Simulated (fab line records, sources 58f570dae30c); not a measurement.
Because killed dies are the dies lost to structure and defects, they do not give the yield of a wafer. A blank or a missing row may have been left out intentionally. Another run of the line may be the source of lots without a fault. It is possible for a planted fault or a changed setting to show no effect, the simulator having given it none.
8D (eight disciplines) problem report, filled in by code    flow berkeley-cmos170    the parts of the form that need people (team, actions taken, sign-off) are left out

## 1. WHAT IS WRONG
GATE_POLY_THK at UCB170_GATE_THK_MEAS_05 reads a mean of 251.1 nm on 9 wafers of 3 lots; wafers without a fault read 205.4 nm with a standard deviation of 1.7. Relative to the usual mean, that is a shift of +27 standard deviations.
Earliest sighting: wafer L228.1 on film-metro-01 at day 8 15:56. The record holds 45 wafers of 15 lots with a number at this step. By rule, "out" or "out of limits" means more than 4 standard deviations away from the usual mean. The rest of the wafers with a number are treated as sound.

## 2. WHAT IT IS; WHAT IT IS NOT
question                     is                                           is not
which readings at this step  GATE_POLY_THK                                -
which lots                   L226, L227, L228                             L220, L221, L222, L223, L224, L225, L238, L239, L240, L241, L242, L243
which wafers of those lots   all that have a number                       -
read on which gauges         film-metro-01, film-metro-02, film-metro-04  -
when                         from day 8 15:56                             up to then (18 sound wafers); but 18 sound wafers of L238, L239, L240, L241, L242, L243 came after

## 3. THE SUSPECTS, EACH WITH WHAT RULES IT OUT
Counting: a tool at a process step up to the reading stays a suspect if it ran every lot that is out and no sound lot after the first of them.
- the gauge at UCB170_GATE_THK_MEAS_05 has been ruled out. Those wafers that are out were read across 3 gauges (film-metro-01, film-metro-02, film-metro-04).
- lpcvd-02 at UCB170_GATE_CVD_04 (deposits poly-Si from SiH4, time 1390 s, target thk 214 nm): ruled out as a lasting fault. After its first lot that is out, L226 (day 8 14:32), sound lots L238, L239, L240, L241, L242, L243 ran on it.
Left after counting: nothing in the record.

## 4. THE CAUSE (what the simulator had put in)
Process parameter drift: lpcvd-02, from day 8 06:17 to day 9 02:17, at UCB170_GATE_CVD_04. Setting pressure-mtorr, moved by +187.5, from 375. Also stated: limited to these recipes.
Counting ruled it out, wrongly: the rule takes a fault to strike every lot that its tool runs from its start on, and this one did not.

## 5. THE EFFECT CHAIN, in route order
Each row: a reading whose mean over the struck wafers that have a number lies more than 3 standard deviations from the usual. Readings are gone through only where the record gives a usual standard deviation; hours: the median, over the lots, of the time from a lot's start at the first step in this table giving one to that lot's start at this step; sigmas: the change measured in usual standard deviations.
hours  step                     reading         usual        on struck wafers  change  sigmas
0      UCB170_GATE_CVD_04       pressure-mtorr  375.0 mTorr  562.7             +187.7  +99 or more
1      UCB170_GATE_THK_MEAS_05  GATE_POLY_THK   205.4 nm     251.1             +45.7   +27
3      UCB170_GATE_ETCH_15      oes-product-au  0.805 a.u.   0.919             +0.114  +7.6
It contains these process steps:
- UCB170_GATE_CVD_04: deposits poly-Si from SiH4, time 1390 s, target thk 214 nm.
- UCB170_GATE_ETCH_15: etches poly-Si in HBr/Cl2, stops on SiO2, time 56.3 s, target depth 278.2 nm.

## 6. WHAT WOULD HAVE CAUGHT IT SOONER
The first out-of-limits reading at a measuring or inspecting step in this record came at day 8 15:56, 10 hours after the fault's start at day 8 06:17.
Tool's own readings at UCB170_GATE_CVD_04, pressure-mtorr: out on all struck wafers the step has rows for; an alarm limit on them would have tripped on the first.
